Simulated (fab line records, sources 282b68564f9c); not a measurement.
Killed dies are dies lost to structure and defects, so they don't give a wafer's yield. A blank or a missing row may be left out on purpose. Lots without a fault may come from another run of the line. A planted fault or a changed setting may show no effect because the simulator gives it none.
A struck lot beside a sound one | flow rit_cmos | 27 steps out of a route of 202
Sound: wafers L216.1, L216.2, L216.6. Struck: wafer L224.3. (L224.2, L224.5 of the same lot were not struck and are left out.) The cause comes at the end.
At each step with rows: each side's tool, then ch and its chambers, then its first start. Under that, the readings that differ: sound wafers | struck wafers | difference of the means | sigmas: that difference in standard deviations of wafers without a fault.
alike: readings whose means differ by less than 2 such deviations, and words and numbers that are the same on both sides. not compared: withheld readings, readings that some wafer has no value for, bounds like >300 that may hide the same value, and numbers for which the record gives no deviation and whose values overlap.
The two part at a step that has a row with sigmas, a row that says differs or no value, or rows on one side only. Numbers that don't overlap but have no deviation are shown without sigmas and don't part them. A reading that every wafer of one side lacks parts them only if that side has two wafers or more.

first, 4 steps without rows for these wafers: RIT_CONTACT_SOFTBAKE_04 (time 60 s); RIT_CONTACT_EXPOSE_05 (exposes mask M11, target cd 1000 nm); RIT_CONTACT_PEB_06; RIT_CONTACT_DEVELOP_07 (develop time 120 s).
RIT_CONTACT_CD_MEAS_08: target cd 1000 nm.
  sound on cd_sem-02, day 4 05:53; struck on cd_sem-02, day 5 21:30
  reading    | sound                | struck | difference | sigmas
  cd_nm (nm) | 1002.4 1001.0 1002.2 | 996.6  | -5.3       | -2
RIT_CONTACT_OVL_MEAS_09:
  sound on overlay-02, day 4 06:00; struck on overlay-02, day 5 21:36
  alike: CONTACT_OVL
then, 1 step without rows for these wafers: RIT_CONTACT_HARDBAKE_10 (time 60 s).
RIT_CONTACT_ETCH_11: etches SiO2 in CHF3/CF4/Ar, stops on TiSi2, target depth 480 nm, time 335 s.
  sound on rie_diel-04 ch 0,1,2, day 4 06:11; struck on rie_diel-04 ch 3, day 5 21:47
  reading                | sound          | struck | difference | sigmas
  throttle_valve_pct (%) | 8.94 8.77 8.56 | 9.15   | +0.39      | +2
  alike: drypump_motor_current_A, mfc_ar_sccm, oes_product_au
  not compared: rf_hours_counter_h
RIT_CONTACT_STRIP_12: strips in O2, time 180 s.
  sound on plasma_asher-03 ch 0,1, day 4 06:23; struck on plasma_asher-02 ch 1, day 5 21:59
  alike: drypump_motor_current_A
  not compared: rf_hours_counter_h
RIT_CONTACT_CD_MEAS_90: target cd 1000 nm.
  sound on cd_sem-02, day 4 06:34; struck on cd_sem-01, day 5 22:10
  reading    | sound                | struck | difference | sigmas
  cd_nm (nm) | 1002.4 1001.1 1002.7 | 996.6  | -5.5       | -2
then, 2 steps without rows for these wafers: RIT_CONTACT_CLEAN_13 (cleans in SC1, time 600 s); RIT_CONTACT_CLEAN_14 (cleans in SC2, time 600 s).
RIT_M1_SPUTTER_00: material Al, target thk 400 nm, time 500 s.
  sound on pvd_sputter-02, day 4 07:12; struck on pvd_sputter-02, day 5 22:39
  reading                               | sound             | struck | difference | sigmas
  model.Al_of_M1_SPUTTER_00.thk_nm (nm) | 396.9 396.5 398.9 | 353.2  | -44.2      |
  alike: throttle_valve_pct
RIT_M1_RS_MEAS_01: measures by four-point-probe.
  sound on film_metro-02, day 4 07:30; struck on film_metro-03, day 5 22:58
  reading           | sound                | struck | difference | sigmas
  M1_AL_RS (ohm/sq) | 0.0741 0.0740 0.0735 | 0.0835 | +0.0096    | +13
RIT_M1_THK_MEAS_02: measures by xrf.
  sound on film_metro-02, day 4 07:37; struck on film_metro-03, day 5 23:05
  reading        | sound       | struck | difference | sigmas
  M1_AL_THK (nm) | 391 394 396 | 348    | -46        | -11
then, 6 steps without rows for these wafers: RIT_M1_HMDS_03 (prime time 60 s); RIT_M1_COAT_04 (resist thk 1300 nm); RIT_M1_SOFTBAKE_05 (time 60 s); RIT_M1_EXPOSE_06 (exposes mask M12, target cd 2600 nm); RIT_M1_PEB_07; RIT_M1_DEVELOP_08 (develop time 68 s).
RIT_M1_CD_MEAS_09: target cd 2600 nm.
  sound on cd_sem-02, day 4 08:41; struck on cd_sem-01, day 6 00:02
  reading    | sound                | struck | difference | sigmas
  cd_nm (nm) | 2604.6 2605.2 2603.5 | 2599.6 | -4.8       | -2
RIT_M1_OVL_MEAS_10:
  sound on overlay-01, day 4 08:48; struck on overlay-01, day 6 00:08
  alike: M1_OVL
then, 1 step without rows for these wafers: RIT_M1_HARDBAKE_11 (time 120 s).
RIT_M1_METAL_ETCH_12: etches Al in Cl2/BCl3, stops on SiO2, time 165 s, target depth 600 nm.
  sound on rie_metal-01 ch 0,1, day 4 09:05; struck on rie_metal-04 ch 0, day 6 00:25
  reading                | sound             | struck | difference | sigmas
  oes_product_au (a.u.)  | 0.767 0.786 0.783 | 0.713  | -0.066     | -6
  throttle_valve_pct (%) | 8.26 8.37 8.27    | 8.09   | -0.21      | -2
  alike: drypump_motor_current_A
  not compared: rf_hours_counter_h
then, 1 step without rows for these wafers: RIT_M1_STRIP_13 (strips in nmp, time 600 s).
RIT_M1_PROBE_99:
  sound on prober-01, day 4 11:40; struck on prober-02, day 6 05:43
  reading                  | sound                   | struck  | difference | sigmas
  model.etest.m1.rs_ohm_sq | 0.07315 0.07302 0.07331 | 0.08233 | +0.00917   |
  alike: defect_limited_yield, killed_at_front_end, killed_dies, killed_on_rim, killed_open, killed_short, sort_bin_3_pad_short, sort_bin_5_function, sort_bin_6_memory, sort_n_pass, sort_yield_pct

WHERE THEY PART
First at RIT_CONTACT_CD_MEAS_08; last, within this record, at RIT_M1_METAL_ETCH_12. Later steps at which nothing parts them and some readings are alike: RIT_M1_PROBE_99.

WHY: what the simulator had put in
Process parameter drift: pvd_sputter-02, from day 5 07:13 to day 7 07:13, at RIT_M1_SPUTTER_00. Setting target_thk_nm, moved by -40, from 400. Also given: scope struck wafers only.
